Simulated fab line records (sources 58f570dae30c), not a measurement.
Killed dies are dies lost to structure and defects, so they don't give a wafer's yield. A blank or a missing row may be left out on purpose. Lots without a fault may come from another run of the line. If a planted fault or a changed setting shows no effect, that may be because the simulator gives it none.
Split-lot study / flow berkeley-cmos170 / on a route of 331 steps: 5 lots, 23 wafers read

THE SPLIT ITSELF
At UCB170_GATE_ETCH_15 (etches poly-Si in HBr/Cl2, stops on SiO2, time 56.3 s, target depth 278.2 nm), the setting time-s was moved away from the recipe's 56.3 s on 10 of the 23 wafers read, by -8.9% to +11.3%. For the rest of the wafers, this setting stayed at what the recipe calls for.

The split's own step is where the reading is taken.

THE READING
KrF_of_GATE_COAT_07.thk-nm (the simulator's own value, which no gauge read), in nm, at UCB170_GATE_ETCH_15 (etches poly-Si in HBr/Cl2, stops on SiO2, time 56.3 s, target depth 278.2 nm). No usual value for it is given in the file. Average 776.3 nm, standard deviation 3.7 nm, over the 13 wafers here run with the recipe.

wafer=L075.1; tool, chamber at the split=rie-si-02, 3; time-s as run, s=56.3; against the recipe=recipe; KrF_of_GATE_COAT_07.thk-nm, nm=782.3; against lot-mates on the recipe=-
wafer=L075.2; tool, chamber at the split=rie-si-02, 0; time-s as run, s=51.29; against the recipe=-8.9%; KrF_of_GATE_COAT_07.thk-nm, nm=786.6; against lot-mates on the recipe=+7.7
wafer=L075.3; tool, chamber at the split=rie-si-02, 2; time-s as run, s=56.3; against the recipe=recipe; KrF_of_GATE_COAT_07.thk-nm, nm=779.9; against lot-mates on the recipe=-
wafer=L075.4; tool, chamber at the split=rie-si-02, 1; time-s as run, s=56.3; against the recipe=recipe; KrF_of_GATE_COAT_07.thk-nm, nm=774.6; against lot-mates on the recipe=-
wafer=L075.6; tool, chamber at the split=rie-si-02, 2; time-s as run, s=51.29; against the recipe=-8.9%; KrF_of_GATE_COAT_07.thk-nm, nm=785.2; against lot-mates on the recipe=+6.3
wafer=L078.3; tool, chamber at the split=rie-si-01, 1; time-s as run, s=56.3; against the recipe=recipe; KrF_of_GATE_COAT_07.thk-nm, nm=768.2; against lot-mates on the recipe=-
wafer=L078.4; tool, chamber at the split=rie-si-01, 0; time-s as run, s=56.3; against the recipe=recipe; KrF_of_GATE_COAT_07.thk-nm, nm=774.4; against lot-mates on the recipe=-
wafer=L078.6; tool, chamber at the split=rie-si-01, 0; time-s as run, s=56.3; against the recipe=recipe; KrF_of_GATE_COAT_07.thk-nm, nm=773.9; against lot-mates on the recipe=-
wafer=L080.1; tool, chamber at the split=rie-si-01, 3; time-s as run, s=62.67; against the recipe=+11.3%; KrF_of_GATE_COAT_07.thk-nm, nm=760.3; against lot-mates on the recipe=-12.9
wafer=L080.2; tool, chamber at the split=rie-si-01, 0; time-s as run, s=56.3; against the recipe=recipe; KrF_of_GATE_COAT_07.thk-nm, nm=773.6; against lot-mates on the recipe=-
wafer=L080.3; tool, chamber at the split=rie-si-01, 2; time-s as run, s=56.3; against the recipe=recipe; KrF_of_GATE_COAT_07.thk-nm, nm=772.8; against lot-mates on the recipe=-
wafer=L080.5; tool, chamber at the split=rie-si-01, 1; time-s as run, s=62.67; against the recipe=+11.3%; KrF_of_GATE_COAT_07.thk-nm, nm=756; against lot-mates on the recipe=-17.2
wafer=L080.6; tool, chamber at the split=rie-si-01, 2; time-s as run, s=62.67; against the recipe=+11.3%; KrF_of_GATE_COAT_07.thk-nm, nm=761; against lot-mates on the recipe=-12.2
wafer=L081.1; tool, chamber at the split=rie-si-02, 2; time-s as run, s=61.82; against the recipe=+9.8%; KrF_of_GATE_COAT_07.thk-nm, nm=771.7; against lot-mates on the recipe=-7.3
wafer=L081.2; tool, chamber at the split=rie-si-02, 3; time-s as run, s=56.3; against the recipe=recipe; KrF_of_GATE_COAT_07.thk-nm, nm=779; against lot-mates on the recipe=-
wafer=L081.3; tool, chamber at the split=rie-si-02, 1; time-s as run, s=61.82; against the recipe=+9.8%; KrF_of_GATE_COAT_07.thk-nm, nm=762.7; against lot-mates on the recipe=-16.3
wafer=L081.4; tool, chamber at the split=rie-si-02, 0; time-s as run, s=56.3; against the recipe=recipe; KrF_of_GATE_COAT_07.thk-nm, nm=777.3; against lot-mates on the recipe=-
wafer=L081.6; tool, chamber at the split=rie-si-02, 0; time-s as run, s=56.3; against the recipe=recipe; KrF_of_GATE_COAT_07.thk-nm, nm=780.7; against lot-mates on the recipe=-
wafer=L083.1; tool, chamber at the split=rie-si-02, 0; time-s as run, s=56.3; against the recipe=recipe; KrF_of_GATE_COAT_07.thk-nm, nm=777.8; against lot-mates on the recipe=-
wafer=L083.2; tool, chamber at the split=rie-si-02, 1; time-s as run, s=53.15; against the recipe=-5.6%; KrF_of_GATE_COAT_07.thk-nm, nm=781.6; against lot-mates on the recipe=+4.1
wafer=L083.4; tool, chamber at the split=rie-si-02, 3; time-s as run, s=53.15; against the recipe=-5.6%; KrF_of_GATE_COAT_07.thk-nm, nm=786.8; against lot-mates on the recipe=+9.2
wafer=L083.5; tool, chamber at the split=rie-si-02, 1; time-s as run, s=53.15; against the recipe=-5.6%; KrF_of_GATE_COAT_07.thk-nm, nm=783.2; against lot-mates on the recipe=+5.7
wafer=L083.6; tool, chamber at the split=rie-si-02, 0; time-s as run, s=56.3; against the recipe=recipe; KrF_of_GATE_COAT_07.thk-nm, nm=777.3; against lot-mates on the recipe=-

FIT RESULTS
A straight line over all 23 wafers: KrF_of_GATE_COAT_07.thk-nm changes by -1.28 nm for each +1% of time-s; r = -0.90; the points scatter about the line by 3.8 nm.
The same after taking each lot's own level away (the mean of its wafers on the recipe; 23 wafers): -1.12 nm for each +1%; r = -0.93; scatter 2.7 nm.
Per that fit: largest time-s move, reading shift of 13 nm.
The span of the lots' own levels, 772.17 to 779.00 nm, comes to 1.9 times the standard deviation stated above.
In other words, the slope is changed by the lot-to-lot level; the two fits disagree.
Check: -13.3 nm against its lot-mates is what the line predicts for one of the wafers moved furthest among these (+11.3%) when that wafer is left out of the fit. It came out at -12.9 nm against them.

ADDITIONAL SPLITS CARRIED BY THESE WAFERS
Before the reading, these wafers also passed through other splits. Each is held against what the fit with the lots' levels taken away leaves over:
other split on the same wafers=UCB170_PWELL_OXIDATION_02 temp-c; wafers away from the commonest value=15; r with KrF_of_GATE_COAT_07.thk-nm (lot level and that fit taken away)=+0.02
other split on the same wafers=UCB170_PWELL_COAT_08 spin-rpm; wafers away from the commonest value=11; r with KrF_of_GATE_COAT_07.thk-nm (lot level and that fit taken away)=-0.15
other split on the same wafers=UCB170_ACTIVE_COAT_08 resist-thk-nm; wafers away from the commonest value=8; r with KrF_of_GATE_COAT_07.thk-nm (lot level and that fit taken away)=+0.22
other split on the same wafers=UCB170_SACOX_OXIDATION_01 temp-c; wafers away from the commonest value=15; r with KrF_of_GATE_COAT_07.thk-nm (lot level and that fit taken away)=-0.14
other split on the same wafers=UCB170_PVT_COAT_01 resist-thk-nm; wafers away from the commonest value=7; r with KrF_of_GATE_COAT_07.thk-nm (lot level and that fit taken away)=+0.17
other split on the same wafers=UCB170_PVT_STRIP_08 o2-flow-sccm; wafers away from the commonest value=3; r with KrF_of_GATE_COAT_07.thk-nm (lot level and that fit taken away)=+0.23

THE FILE'S OWN FIT
KrF_of_GATE_COAT_07.thk-nm changes by -1.12 nm for each +1% of time-s, r = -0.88.
